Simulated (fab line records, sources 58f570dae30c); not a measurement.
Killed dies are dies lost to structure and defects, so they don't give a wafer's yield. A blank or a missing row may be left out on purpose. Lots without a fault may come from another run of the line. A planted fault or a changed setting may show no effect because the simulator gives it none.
A struck lot beside a sound one | flow berkeley_cmos170 | 14 steps out of a route of 331
Sound: wafers L779.1, L779.2, L779.4. Struck: wafers L773.2, L773.3, L773.6. The cause comes at the end.
At each step with rows: each side's tool, then ch and its chambers, then its first start. Under that, the readings that differ: sound wafers | struck wafers | difference of the means | sigmas: that difference in standard deviations of wafers without a fault.
alike: readings whose means differ by less than 2 such deviations, and words and numbers that are the same on both sides. not compared: withheld readings, readings that some wafer has no value for, bounds like >300 that may hide the same value, and numbers for which the record gives no deviation and whose values overlap.
The two part at a step that has a row with sigmas, a row that says differs or no value, or rows on one side only. Numbers that don't overlap but have no deviation are shown without sigmas and don't part them. A reading that every wafer of one side lacks parts them only if that side has two wafers or more.

first, 1 step without rows for these wafers: UCB170_GATE_WET_ETCH_00 (etches SiO2 in dHF, time 200 s).
UCB170_FIELD_THK_MEAS_91:
  sound on film_metro-01, day 9 02:41; struck on film_metro-04, day 7 18:21
  alike: FIELD_OXIDE_LEFT_2_THK
then, 1 step without rows for these wafers: UCB170_GATE_OXIDATION_01 (target thk 6.6 nm, ox time 1800 s).
UCB170_GATE_THK_MEAS_02:
  sound on film_metro-04, day 9 04:33; struck on film_metro-04, day 8 00:53
  reading             | sound          | struck         | difference | sigmas
  GATE_OXIDE_THK (nm) | 6.41 6.35 6.39 | 6.76 6.57 6.77 | +0.32      | +2
then, 2 steps without rows for these wafers: UCB170_GATE_ANNEAL_03 (time 1800 s); UCB170_GATE_CVD_04 (deposits poly-Si from SiH4, time 1440 s, target thk 214 nm).
UCB170_GATE_THK_MEAS_05:
  sound on film_metro-03, day 9 12:35; struck on film_metro-02, day 8 08:33
  reading            | sound             | struck            | difference | sigmas
  GATE_POLY_THK (nm) | 216.0 214.4 216.1 | 211.4 210.6 209.4 | -5.0       | -3
then, 5 steps without rows for these wafers: UCB170_GATE_COAT_06; UCB170_GATE_COAT_07 (resist thk 900 nm); UCB170_GATE_SOFTBAKE_08 (time 60 s); UCB170_GATE_EXPOSE_09 (exposes mask POLY, target cd 350 nm); UCB170_GATE_PEB_10.
UCB170_GATE_DEVELOP_11: develop time 45 s.
  sound on litho_track-02 ch 0, day 9 13:00; struck on litho_track-03, day 8 10:00
  no value came back on the struck wafers for chill_plate_temp_C (C), develop_time_s (s); on the sound wafers chill_plate_temp_C (C) reads 22.98 22.96 23.10
  reading                               | sound             | struck            | difference | sigmas
  model.KrF_of_GATE_COAT_07.thk_nm (nm) | 880.7 877.9 879.9 | 902.8 902.4 902.8 | +23.2      |
UCB170_GATE_CD_MEAS_12: target cd 350 nm.
  sound on cd_sem-01, day 9 14:10; struck on cd_sem-01, day 8 10:13
  reading    | sound             | struck | difference                    | sigmas
  cd_nm (nm) | 350.3 349.7 350.7 | - - -  | no value on the struck wafers |

WHERE THEY PART
First at UCB170_GATE_THK_MEAS_02; last, within this record, at UCB170_GATE_CD_MEAS_12.

WHY: what the simulator had put in
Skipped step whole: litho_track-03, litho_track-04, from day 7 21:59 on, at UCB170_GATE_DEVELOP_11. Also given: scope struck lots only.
